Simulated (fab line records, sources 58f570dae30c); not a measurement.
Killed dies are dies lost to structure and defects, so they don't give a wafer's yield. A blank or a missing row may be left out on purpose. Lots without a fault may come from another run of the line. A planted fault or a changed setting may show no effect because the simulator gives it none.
One fault seen from 2 desks | flow berkeley_cmos170 | each desk has only its own numbers; what lay behind them comes last

THE TOOL OWNER'S DESK: rie_metal-03
The tool's own readings at UCB170_M2_METAL_ETCH_18 (etches Al in Cl2/BCl3, stops on SiO2, target depth 1170 nm, time 195 s): means of the sampled wafers that have a number, for each lot that ran on this tool. A lot is out of limits, marked OUT, if its mean lies more than 4 standard deviations from the usual mean; the brackets give that distance.
Columns: A = drypump_motor_current_A at UCB170_M2_METAL_ETCH_18, usual 5.7 A; B = oes_product_au at UCB170_M2_METAL_ETCH_18, usual 0.851 a.u.; C = throttle_valve_pct at UCB170_M2_METAL_ETCH_18, usual 24.61 %
lot  | first seen here | A   | B     | C
L981 | day 7 21:16     | 5.1 | 0.853 | 24.72
L987 | day 9 06:45     | 5.1 | 0.853 | 24.75
L993 | day 9 19:21     | 5.1 | 0.856 | 24.75
L996 | day 10 14:28    | 5.3 | 0.843 | 24.68
This desk's finding: nothing out of limits on any of the 4 lots.

THE METROLOGY DESK
What the gauges read, lot by lot, whatever tool the lot ran on: means of the sampled wafers that have a number. A lot is out of limits, marked OUT, if its mean lies more than 4 standard deviations from the usual mean; the brackets give that distance.
Columns: A = cd_nm at UCB170_CONTACT_CD_MEAS_90, usual 699.7 nm
lot  | first seen here | A
L982 | day 7 08:16     | 700.8
L983 | day 7 08:29     | 700.2
L981 | day 7 08:37     | 698.8
L985 | day 7 14:34     | 700.1
L990 | day 8 18:35     | 701.5
L987 | day 8 18:46     | 699.7
L991 | day 8 18:50     | 700.2
L986 | day 8 19:02     | 702.3
L993 | day 9 07:10     | 700.3
L996 | day 10 02:04    | 696.7
L101 | day 11 04:19    | 700.1
L100 | day 11 04:28    | 699.1
L103 | day 11 14:21    | 695.5
L104 | day 12 05:44    | 701.7
This desk's finding: nothing out of limits on any of the 14 lots.

PUT TOGETHER
The tool owner's desk saw nothing out of limits.
The metrology desk saw nothing out of limits.

WHAT THE SIMULATOR HAD PUT IN
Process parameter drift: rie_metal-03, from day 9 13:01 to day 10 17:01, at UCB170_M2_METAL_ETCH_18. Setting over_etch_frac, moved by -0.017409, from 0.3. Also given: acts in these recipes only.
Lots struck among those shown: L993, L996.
